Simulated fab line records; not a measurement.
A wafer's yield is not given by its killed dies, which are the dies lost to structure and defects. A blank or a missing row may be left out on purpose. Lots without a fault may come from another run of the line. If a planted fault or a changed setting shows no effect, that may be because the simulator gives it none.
Which tool did it?    flow berkeleyCmos170    13 lots with 39 wafers sampled at 5 steps, on a route of 331 steps

## WHAT THE GAUGES SHOWED, per wafer
UCB170_CONTACT_OVL_MEAS_16.
lot   measured      on          CONTACT_OVL (nm)
L739  day 8 18:26   overlay-01  -3 -1 -8
L740  day 8 19:41   overlay-02  -3 -1 -1
L744  day 9 03:30   overlay-02  4 6 3
L741  day 9 03:46   overlay-02  -16 -4 -7
L742  day 9 04:39   overlay-01  -16 -3 -7
L746  day 10 11:19  overlay-01  0 -3 -1
L745  day 10 11:43  overlay-02  7 1 3
L748  day 10 19:37  overlay-02  6 3 0
L750  day 10 21:31  overlay-02  -5 -3 1
L754  day 11 14:04  overlay-01  -13 6 -2
L757  day 12 04:28  overlay-02  -5 -9 -3
L760  day 12 19:13  overlay-02  -5 -10 -18
L761  day 13 03:23  overlay-02  -4 -3 -2

UCB170_M2_CD_MEAS_90: target cd 700 nm.
lot   measured      on        cdNm (nm)
L739  day 9 06:01   cdSem-01  703 705 702
L740  day 9 06:22   cdSem-01  696 696 699
L744  day 9 16:45   cdSem-02  696 690 696
L741  day 9 17:05   cdSem-01  699 704 698
L742  day 9 17:22   cdSem-02  697 693 701
L746  day 10 20:29  cdSem-01  696 697 698
L745  day 10 22:09  cdSem-01  700 699 703
L748  day 11 08:04  cdSem-01  701 701 698
L750  day 11 10:02  cdSem-02  699 703 698
L754  day 12 01:40  cdSem-01  699 702 700
L757  day 12 16:04  cdSem-01  705 706 687
L760  day 13 07:14  cdSem-02  702 701 703
L761  day 13 14:07  cdSem-02  705 697 697

UCB170_V2_THK_MEAS_01.
lot   measured      on            V2_TEOS_THK (nm)
L739  day 9 06:16   filmMetro-04  2016 1989 2067
L740  day 9 06:38   filmMetro-04  1984 1979 1986
L744  day 9 17:02   filmMetro-03  1937 2000 1979
L741  day 9 17:21   filmMetro-03  2002 2008 1981
L742  day 9 17:37   filmMetro-03  1984 1950 1942
L746  day 10 20:45  filmMetro-01  1975 1949 1965
L745  day 10 22:25  filmMetro-03  1962 2080 1985
L748  day 11 08:20  filmMetro-01  2003 1993 2068
L750  day 11 10:17  filmMetro-04  2035 2027 2003
L754  day 12 01:55  filmMetro-03  1988 1969 2041
L757  day 12 16:20  filmMetro-03  1966 2014 2041
L760  day 13 07:31  filmMetro-03  2018 1951 2054
L761  day 13 14:24  filmMetro-04  1943 1921 1969

## WHICH TOOL RAN EACH LOT (tool, then ch and the chambers of the sampled wafers, then the start)
lot   UCB170_M2_METAL_ETCH_18           UCB170_M2_STRIP_19
L739  rieMetal-04 ch 0,1, day 9 05:42   plasmaAsher-03 ch 0,1, day 9 05:53
L740  rieMetal-03 ch 0,1, day 9 06:04   plasmaAsher-01 ch 0,1, day 9 06:15
L744  rieMetal-02 ch 0,1, day 9 16:28   plasmaAsher-01 ch 0,1, day 9 16:39
L741  rieMetal-04 ch 1, day 9 16:47     plasmaAsher-01 ch 0,1, day 9 16:59
L742  rieMetal-02 ch 0,1, day 9 17:05   plasmaAsher-01 ch 0,1, day 9 17:15
L746  rieMetal-04 ch 0, day 10 20:04    plasmaAsher-03 ch 0,1, day 10 20:22
L745  rieMetal-03 ch 0,1, day 10 21:53  plasmaAsher-01 ch 0,1, day 10 22:03
L748  rieMetal-04 ch 1, day 11 07:46    plasmaAsher-03 ch 0,1, day 11 07:58
L750  rieMetal-02 ch 0,1, day 11 09:45  plasmaAsher-01 ch 0,1, day 11 09:55
L754  rieMetal-04 ch 0,1, day 12 01:23  plasmaAsher-01 ch 0,1, day 12 01:32
L757  rieMetal-04 ch 0,1, day 12 15:46  plasmaAsher-01 ch 0,1, day 12 15:58
L760  rieMetal-02 ch 0,1, day 13 06:57  plasmaAsher-03 ch 0,1, day 13 07:08
L761  rieMetal-03 ch 0,1, day 13 13:50  plasmaAsher-01 ch 0,1, day 13 14:01
- UCB170_M2_METAL_ETCH_18: etches Al in Cl2/BCl3, stops on SiO2, target depth 1170 nm, time 195 s.
- UCB170_M2_STRIP_19: strips in O2.

## AS READ BY THE TOOLS THEMSELVES (means over the sampled wafers that have a number; for cases with no such wafer, the mark the record gives instead)
UCB170_M2_METAL_ETCH_18.
lot   tool         drypumpMotorCurrentA (A)  oesProductAu (a.u.)  rfFwdPowerW (W)  throttleValvePct (%)
L739  rieMetal-04  5.1                       0.852                598.4            24.5
L740  rieMetal-03  5.7                       0.851                597.9            24.1
L744  rieMetal-02  5.9                       0.857                597.3            24.0
L741  rieMetal-04  4.9                       0.846                596.8            24.3
L742  rieMetal-02  5.6                       0.858                599.0            24.0
L746  rieMetal-04  5.5                       0.842                598.8            25.0
L745  rieMetal-03  5.8                       0.858                597.0            24.2
L748  rieMetal-04  4.9                       0.849                596.3            24.3
L750  rieMetal-02  5.9                       0.854                596.8            24.1
L754  rieMetal-04  5.3                       0.859                596.8            24.7
L757  rieMetal-04  5.1                       0.844                597.4            24.5
L760  rieMetal-02  5.9                       0.845                597.3            24.1
L761  rieMetal-03  5.7                       0.849                597.6            24.1

UCB170_M2_STRIP_19.
lot   tool            drypumpMotorCurrentA (A)  o2FlowSccm (sccm)  oesProductAu (a.u.)
L739  plasmaAsher-03  5.8                       399.5              0.521
L740  plasmaAsher-01  5.9                       401.2              0.555
L744  plasmaAsher-01  5.7                       401.3              0.529
L741  plasmaAsher-01  6.0                       400.3              0.498
L742  plasmaAsher-01  5.7                       400.8              0.535
L746  plasmaAsher-03  5.8                       401.9              0.557
L745  plasmaAsher-01  5.9                       401.0              0.548
L748  plasmaAsher-03  5.8                       399.6              0.516
L750  plasmaAsher-01  5.6                       399.5              0.532
L754  plasmaAsher-01  5.9                       399.4              0.533
L757  plasmaAsher-01  5.9                       399.4              0.451
L760  plasmaAsher-03  5.8                       400.0              0.541
L761  plasmaAsher-01  5.9                       399.8              0.548

## THE ANSWER, worked out from the rows above alone
Rule: the lots themselves supply what counts as usual. Put in order of their means at a reading, lots are off if they are a third of the lots or fewer, leave a main group of 4 or more, and stand apart from it by a gap of 3 or more times the standard deviation of the main group's means; of several such gaps the widest counts. If all means in a main group match to the digits the tables above print for the reading, that group is not used. A lot without any number at a reading at which 4 lots or more have one is off too. Any other lot the step has rows for is counted as sound. Order of review: gauges by route order, followed by the tools' own readings, for which a lot's mean as printed above is used. At the first step where some lot is off, the reading lying furthest off is the one used; lots without a number count as furthest.
No lot is off at any reading shown: from this, nothing can be told.

## WHAT THE SIMULATOR PUT IN
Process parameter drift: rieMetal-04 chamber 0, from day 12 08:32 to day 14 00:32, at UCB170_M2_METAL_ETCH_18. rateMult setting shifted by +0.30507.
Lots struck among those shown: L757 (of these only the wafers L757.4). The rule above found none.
